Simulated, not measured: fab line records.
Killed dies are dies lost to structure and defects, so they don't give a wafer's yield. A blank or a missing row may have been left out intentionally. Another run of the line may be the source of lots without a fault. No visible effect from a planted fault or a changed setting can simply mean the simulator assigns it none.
Which tool was responsible?    flow ritCmos    42 wafers from 14 lots sampled at 3 of the route's 202 steps

## WHAT THE GAUGES READ, wafer by wafer
RIT_PLDD_TW_MEAS_10. Usual: PLDD_TW gives 2354 (standard deviation 20).
lot   measured     on            PLDD_TW         flag
L718  day 3 06:15  filmMetro-03  2365 2364 2384  
L719  day 3 06:30  filmMetro-04  2336 2343 2328  
L720  day 3 08:14  filmMetro-04  2340 2334 2335  
L721  day 3 19:19  filmMetro-04  2337 2333 2339  
L722  day 3 21:15  filmMetro-04  2338 2340 2343  
L723  day 4 02:35  filmMetro-02  2355 2358 2361  
L724  day 4 09:08  filmMetro-02  2350 2370 2363  
L726  day 4 14:33  filmMetro-02  2356 2367 2345  
L729  day 5 03:45  filmMetro-04  2342 2336 2333  
L733  day 6 11:46  filmMetro-04  2715 2713 2741  OFF
L735  day 7 02:17  filmMetro-02  2745 2759 2736  OFF
L739  day 7 22:53  filmMetro-03  2368 2375 2361  
L740  day 8 06:55  filmMetro-02  2335 2338 2339  
L741  day 8 13:49  filmMetro-04  2335 2333 2325  

RIT_SDANNEAL_RS_MEAS_06: measurement is done with a four-point probe. Usual: PLDD_RS gives 178.8 ohm/sq (standard deviation 0.48).
lot   measured     on            PLDD_RS (ohm/sq)   flag
L718  day 3 12:48  filmMetro-02  179.1 178.5 178.4  
L719  day 3 13:20  filmMetro-04  179.2 179.4 179.6  
L720  day 3 15:08  filmMetro-02  178.6 178.6 178.7  
L721  day 4 01:52  filmMetro-04  178.4 177.8 177.5  
L722  day 4 03:29  filmMetro-03  178.8 179.7 178.8  
L723  day 4 08:46  filmMetro-04  178.6 178.8 178.5  
L724  day 4 15:30  filmMetro-02  178.7 178.5 178.8  
L726  day 4 20:40  filmMetro-04  178.0 178.7 178.1  
L729  day 5 10:30  filmMetro-04  178.9 178.6 178.3  
L733  day 6 20:37  filmMetro-02  151.3 151.5 152.3  OFF
L735  day 7 08:38  filmMetro-02  152.8 152.1 152.2  OFF
L739  day 8 05:02  filmMetro-03  178.8 179.5 179.1  
L740  day 8 13:46  filmMetro-03  179.0 179.1 178.9  
L741  day 8 20:04  filmMetro-04  177.9 178.2 178.1  

## WHAT TOOL EACH LOT RAN ON (gives the tool, then ch and the chambers of the sampled wafers, and finally the start)
lot   RIT_PLDD_IMPLANT_08
L718  implanter-02 ch 0, day 3 05:55
L719  implanter-01 ch 0, day 3 06:11
L720  implanter-02 ch 0, day 3 07:56
L721  implanter-02 ch 0, day 3 19:01
L722  implanter-04 ch 0, day 3 20:55
L723  implanter-04 ch 0, day 4 02:16
L724  implanter-01 ch 0, day 4 08:50
L726  implanter-02 ch 0, day 4 14:14
L729  implanter-04 ch 0, day 5 03:26
L733  implanter-01 ch 0, day 6 11:08
L735  implanter-04 ch 0, day 7 01:41
L739  implanter-02 ch 0, day 7 22:35
L740  implanter-01 ch 0, day 8 06:36
L741  implanter-04 ch 0, day 8 13:30
- RIT_PLDD_IMPLANT_08

## WHAT THE TOOLS THEMSELVES READ (means of the sampled wafers that have a number; where no wafer has one, the mark that the record gives instead)
RIT_PLDD_IMPLANT_08. Usual: doseIonsCm2 8.999e+14, standard deviation 8.7e+11; tiltDeg 7.001 degrees, standard deviation 0.022.
lot   tool          doseIonsCm2  tiltDeg (degrees)  flag
L718  implanter-02  8.999e+14    6.988              
L719  implanter-01  9.004e+14    7.012              
L720  implanter-02  9.000e+14    7.021              
L721  implanter-02  9.003e+14    6.983              
L722  implanter-04  9.000e+14    7.037              
L723  implanter-04  9.003e+14    7.000              
L724  implanter-01  9.000e+14    6.994              
L726  implanter-02  8.999e+14    6.993              
L729  implanter-04  9.002e+14    7.041              
L733  implanter-01  9.000e+14    6.994              
L735  implanter-04  9.002e+14    7.010              
L739  implanter-02  8.992e+14    6.977              
L740  implanter-01  8.997e+14    6.989              
L741  implanter-04  9.005e+14    6.991              

## THE ANSWER, worked out from the rows above alone
Rule: lot off if the mean of its wafers having a number is beyond 3 standard deviations from the usual mean. Also off: a lot with no number at a reading for which 4 or more lots have one. Where the step has rows for the other lots, those lots are counted as sound. After the gauges, taken in route order, come the tools' own readings; for these a lot's mean is taken, as printed above. At the first step where some lot is off, the reading lying furthest off is the one used; lots without a number count as furthest.
Off: L733, L735, at RIT_PLDD_TW_MEAS_10 (PLDD_TW).
If a tool, at a process step before that reading, ran all the lots that are off and no sound lot after the first of them, it fits. Gauges at RIT_PLDD_TW_MEAS_10: tried the same way as those tools. No candidate that was tried fits.

## WHAT HAD BEEN PUT IN BY THE SIMULATOR
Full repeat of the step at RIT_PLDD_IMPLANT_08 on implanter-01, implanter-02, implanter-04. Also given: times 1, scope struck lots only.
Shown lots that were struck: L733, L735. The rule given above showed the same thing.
